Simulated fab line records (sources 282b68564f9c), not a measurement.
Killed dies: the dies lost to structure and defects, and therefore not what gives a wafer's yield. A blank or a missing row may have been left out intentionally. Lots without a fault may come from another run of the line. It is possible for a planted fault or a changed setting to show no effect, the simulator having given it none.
Comparing a struck lot with a sound one :: flow rit cmos :: 16 steps out of a route of 202
Sound: the wafers L488.1, L488.4, L488.6. Wafers L487.2, L487.3, L487.5 were the ones struck. At the end, the cause is stated.
Order at every step that has rows: each side's tool, ch and its chambers, its first start. Under that, the readings that differ: sound wafers :: struck wafers :: difference of the means :: sigmas: that difference in standard deviations of wafers without a fault.
alike: readings with means less than 2 such deviations apart, plus words and numbers identical on both sides. not compared: withheld readings, readings lacking a value on some wafer, bounds such as >300 that could conceal the same value, and numbers that have no deviation in the record and whose values overlap.
Wherever a step has rows on one side only, a row that says differs or no value, or a row with sigmas, the two part there. When numbers do not overlap yet have no deviation, they are printed without sigmas and do not part them. A reading that every wafer of one side lacks parts them only if that side has two wafers or more.

RIT_ACTIVE_BOW_MEAS_00:
  sound on film metro-02 at day 5 14:00; struck on film metro-02 at day 5 09:01
  alike: INCOMING_BOW
then, 1 step without rows for these wafers: RIT_ACTIVE_OXIDATION_01 (target thk 46.8 nm, ox time 3360 s).
RIT_ACTIVE_THK_MEAS_02:
  sound on film metro-02 at day 5 16:17; struck on film metro-02 at day 5 11:22
  alike: ACTIVE_OXIDE_THK
then, 1 step without rows for these wafers: RIT_ACTIVE_CVD_03 (deposits Si3N4 from SiH2Cl2/NH3, target thk 150 nm, time 1500 s).
RIT_ACTIVE_THK_MEAS_04:
  sound on film metro-02 at day 5 18:28; struck on film metro-01 at day 5 12:51
  alike: ACTIVE_NITRIDE_THK
then, 1 step without rows for these wafers: RIT_ACTIVE_HMDS_05 (prime time 60 s).
RIT_ACTIVE_COAT_06: resist thk 1000 nm.
  sound on litho track-03 ch 0, day 5 18:52; struck on litho track-02 ch 0, day 5 13:04
reading: spin speed rpm (rpm)
sound: 3254.4 3254.6 3252.2
struck: 3375.5 3379.7 3377.0
difference: +123.7
sigmas: +65

reading: model.NOVOLAK_of_ACTIVE_COAT_06.thk nm (nm)
sound: 1001 1002 1005
struck: 982.2 979.9 978.6
difference: -22.4
sigmas: 
then, 4 steps without rows for these wafers: RIT_ACTIVE_SOFTBAKE_07 (time 60 s); RIT_ACTIVE_EXPOSE_08 (exposes mask M1, target cd 1400 nm); RIT_ACTIVE_PEB_09; RIT_ACTIVE_DEVELOP_10 (develop time 50 s).
RIT_ACTIVE_CD_MEAS_11 targets a cd of 1400 nm.
  sound on cd sem-01 at day 5 19:34; struck on cd sem-01 at day 5 13:53
  alike: cd nm
then, 1 step without rows for these wafers: RIT_ACTIVE_HARDBAKE_12 (time 60 s).
RIT_ACTIVE_ETCH_13: etches Si3N4 in SF6, stops on SiO2, time 210 s, target depth 210 nm.
  sound on rie diel-02 ch 1,2,3, day 5 19:50; struck on rie diel-02 ch 1,2, day 5 14:08
reading: model.NOVOLAK_of_ACTIVE_COAT_06.thk nm (nm)
sound: 658 665.5 654.8
struck: 648.4 635.1 633.5
difference: -20.4
sigmas: 
  alike: chamber pressure mTorr, drypump motor current A, oes product au, throttle valve pct
  not compared: rf hours counter h
RIT_ACTIVE_STRIP_14: strips in O2, time 180 s.
  sound on plasma asher-04 ch 0,1, day 5 19:58; struck on plasma asher-01 ch 0,1, day 5 14:17
  alike: chamber pressure mTorr, drypump motor current A
  not compared: rf hours counter h
RIT_M1_PROBE_99:
  sound on prober-02 at day 7 15:44; struck on prober-01 at day 7 11:14
  alike: killed at contacts, killed at front end, killed dies, killed on rim, killed open, killed short

## WHERE THEY PART
Only at RIT_ACTIVE_COAT_06, within this record. Later steps at which nothing parts them and some readings are alike: RIT_ACTIVE_CD_MEAS_11, RIT_ACTIVE_ETCH_13, RIT_ACTIVE_STRIP_14, RIT_M1_PROBE_99.

WHY: the cause the simulator had injected
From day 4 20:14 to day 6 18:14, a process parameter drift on litho track-02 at RIT_ACTIVE_COAT_06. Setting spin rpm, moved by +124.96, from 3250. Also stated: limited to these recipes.
